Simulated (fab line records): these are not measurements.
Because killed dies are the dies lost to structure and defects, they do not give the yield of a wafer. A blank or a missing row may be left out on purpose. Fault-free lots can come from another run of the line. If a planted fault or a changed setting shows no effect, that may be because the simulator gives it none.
One fault through the eyes of 2 desks || flow berkeley cmos170 || numbers are kept per desk, each desk with only its own; the story behind them comes last

AT THE TOOL OWNER'S DESK: krf scanner-02
The tool's own readings at UCB170_V1_EXPOSE_09 (exposes mask VIA1, target cd 700 nm): means of the sampled wafers that have a number, for each lot that ran on this tool. A lot is out of limits, marked OUT, if its mean lies more than 4 standard deviations from the usual mean; the brackets give that distance.
Columns: A = focus offset nm at UCB170_V1_EXPOSE_09, usual 0.0 nm; B = stage vel mm s at UCB170_V1_EXPOSE_09, usual 500.04 mm/s
{"lot": "L400", "first seen here": "day 6 19:38", "A": -0.3, "B": 500.28}
{"lot": "L406", "first seen here": "day 8 00:08", "A": 0.2, "B": 499.94}
{"lot": "L402", "first seen here": "day 8 00:38", "A": 0.5, "B": 499.83}
{"lot": "L405", "first seen here": "day 8 00:43", "A": -0.2, "B": 500.06}
{"lot": "L407", "first seen here": "day 8 05:07", "A": -0.2, "B": 500.34}
{"lot": "L409", "first seen here": "day 8 19:52", "A": -0.2, "B": 500.10}
{"lot": "L413", "first seen here": "day 10 02:08", "A": 0.8, "B": 500.08}
{"lot": "L414", "first seen here": "day 10 02:19", "A": 0.0, "B": 500.20}
This desk's finding: nothing out of limits on any of the 8 lots.

AT THE METROLOGY DESK
What the gauges read, lot by lot, whatever tool the lot ran on: means of the sampled wafers that have a number. A lot is out of limits, marked OUT, if its mean lies more than 4 standard deviations from the usual mean; the brackets give that distance.
Columns: A = cd nm at UCB170_V1_CD_MEAS_12, usual 700.4 nm
{"lot": "L400", "first seen here": "day 6 20:04", "A": 700.3}
{"lot": "L401", "first seen here": "day 7 11:10", "A": 698.8}
{"lot": "L406", "first seen here": "day 8 00:32", "A": 703.4}
{"lot": "L403", "first seen here": "day 8 00:47", "A": 701.2}
{"lot": "L402", "first seen here": "day 8 01:06", "A": 700.3}
{"lot": "L405", "first seen here": "day 8 01:07", "A": 698.4}
{"lot": "L407", "first seen here": "day 8 06:05", "A": 700.3}
{"lot": "L408", "first seen here": "day 8 06:17", "A": 700.5}
{"lot": "L409", "first seen here": "day 8 20:15", "A": 701.8}
{"lot": "L412", "first seen here": "day 9 07:04", "A": 700.8}
{"lot": "L413", "first seen here": "day 10 03:01", "A": "707.8 (+4.9) OUT"}
{"lot": "L414", "first seen here": "day 10 03:15", "A": 705.4}
{"lot": "L418", "first seen here": "day 11 03:17", "A": 699.9}
{"lot": "L419", "first seen here": "day 11 12:09", "A": 701.4}
This desk's finding: out of limits on L413; first on L413, day 10 03:01 (cd nm at UCB170_V1_CD_MEAS_12). L400, L401, L406, L403, L402, L405, L407, L408, L409, L412, L414, L418, L419 stayed within limits.

TAKEN TOGETHER
L413 would have let the metrology desk raise an alarm at day 10 03:01.
Nothing out of limits was seen by the tool owner's desk.
The tool owner's desk has L413 on record, within its limits.
Of the lots named, all ran UCB170_V1_EXPOSE_09 on krf scanner-02.

WHAT WAS PUT IN BY THE SIMULATOR
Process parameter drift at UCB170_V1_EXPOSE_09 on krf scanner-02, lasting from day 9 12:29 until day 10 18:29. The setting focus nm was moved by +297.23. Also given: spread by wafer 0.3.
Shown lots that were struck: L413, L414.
Per desk, hours elapsed from the start of the fault to the first reading out of limits: for the metrology desk, 15.
